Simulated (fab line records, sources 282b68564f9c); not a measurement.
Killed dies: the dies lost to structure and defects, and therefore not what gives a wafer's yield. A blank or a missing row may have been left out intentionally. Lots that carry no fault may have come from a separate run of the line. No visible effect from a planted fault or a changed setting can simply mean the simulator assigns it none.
Which of the tools did it? -- flow rit cmos -- Sampling: 13 lots, 39 wafers, 2 of 202 route steps

WHAT THE GAUGES READ, wafer by wafer
No reading from a measuring or inspecting step in the record can be judged against a usual standard deviation.

WHICH TOOL RAN EACH LOT (tool, then ch and the chambers of the sampled wafers, then the start)
lot,RIT_GATE_ETCH_19,RIT_M1_PROBE_99
L259,"rie si-01 ch 1,2, day 2 12:41",-
L261,"rie si-01 ch 0,3, day 2 23:39",-
L262,"rie si-02 ch 1,2,3, day 3 05:17",-
L263,"rie si-01 ch 1,2, day 3 09:53",-
L264,"rie si-02 ch 0,2,3, day 3 13:20",-
L265,"rie si-01 ch 1,2,3, day 3 18:02","prober-01, day 4 14:04"
L266,"rie si-02 ch 0,1,2, day 4 00:24",-
L269,"rie si-01 ch 0,1,2, day 4 14:44",-
L270,"rie si-02 ch 0,1,2, day 4 19:44","prober-02, day 5 16:41"
L276,"rie si-02 ch 1,2, day 6 03:13",-
L278,"rie si-02 ch 0,2,3, day 6 13:10",-
L280,"rie si-02 ch 0,1, day 6 21:49",-
L282,"rie si-02 ch 1,3, day 7 08:56",-
- RIT_GATE_ETCH_19: etches poly-Si in SF6/CHF3/O2, stops on SiO2, time 165 s, target depth 312.5 nm.
- RIT_M1_PROBE_99

AS READ BY THE TOOLS THEMSELVES (means over the sampled wafers that have a number; for cases with no such wafer, the mark the record gives instead)
RIT_GATE_ETCH_19.
lot,tool,drypump motor current A (A),oes product au (a.u.),run length s (s),throttle valve pct (%)
L259,rie si-01,5.5,0.854,193.3,10.17
L261,rie si-01,5.6,0.866,193.8,10.26
L262,rie si-02,5.4,0.841,193.0,10.12
L263,rie si-01,5.6,0.828,193.2,10.09
L264,rie si-02,5.7,0.862,193.7,10.08
L265,rie si-01,5.6,0.852,193.6,10.19
L266,rie si-02,5.8,0.848,193.1,10.05
L269,rie si-01,5.5,0.829,198.8,10.12
L270,rie si-02,5.8,0.853,193.4,10.06
L276,rie si-02,5.4,0.864,193.3,10.02
L278,rie si-02,5.8,0.840,193.4,10.08
L280,rie si-02,5.9,0.858,192.7,10.13
L282,rie si-02,5.5,0.854,193.1,10.22

RIT_M1_PROBE_99.
lot,tool,killed_at_M0_to_M3,killed at contacts,killed at front end,killed dies,killed open,killed short
L265,prober-01,0.0,0.0,5.7,5.7,2.3,3.3
L270,prober-02,0.0,0.0,7.3,7.3,3.7,3.7

THE ANSWER, worked out from the rows above alone
Rule: usual is defined by the lots themselves. The widest of any qualifying gaps counts: lots, ordered by their means at a reading, are off when they make up no more than a third of the lots, leave a main group of 4 or more, and stand apart from it by 3 or more times the standard deviation of that group's means. The tables above print the reading to a certain number of digits; a main group whose means all agree to those digits is not used. A lot without any number at a reading at which 4 lots or more have one is off too. Any other lot the step has rows for is counted as sound. After the gauges, taken in route order, come the tools' own readings; for these a lot's mean is taken, as printed above. At the first step where some lot is off, the reading lying furthest off is the one used; lots without a number count as furthest.
Off: L269 (RIT_GATE_ETCH_19, run length s). The main group: mean 193.3 s, standard deviation 0.3.
A tool fits if, at that step or a process step before it, it ran every lot that is off, and no sound lot after the first of them. One fits: rie si-01 at RIT_GATE_ETCH_19. A fault onset in the window from L265 (day 3 18:02, its last sound lot) to L269 (day 4 14:44, its first lot off) fits.
The tool's own readings at RIT_GATE_ETCH_19 bear it out: on the lots that are off they differ by more than 5 times the standard deviation of the sound lots' means. run length s reads 198.8 s there against 193.3 s on the sound lots.

WHAT THE SIMULATOR HAD PUT IN
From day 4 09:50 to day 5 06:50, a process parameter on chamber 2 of rie si-01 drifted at RIT_GATE_ETCH_19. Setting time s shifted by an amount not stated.
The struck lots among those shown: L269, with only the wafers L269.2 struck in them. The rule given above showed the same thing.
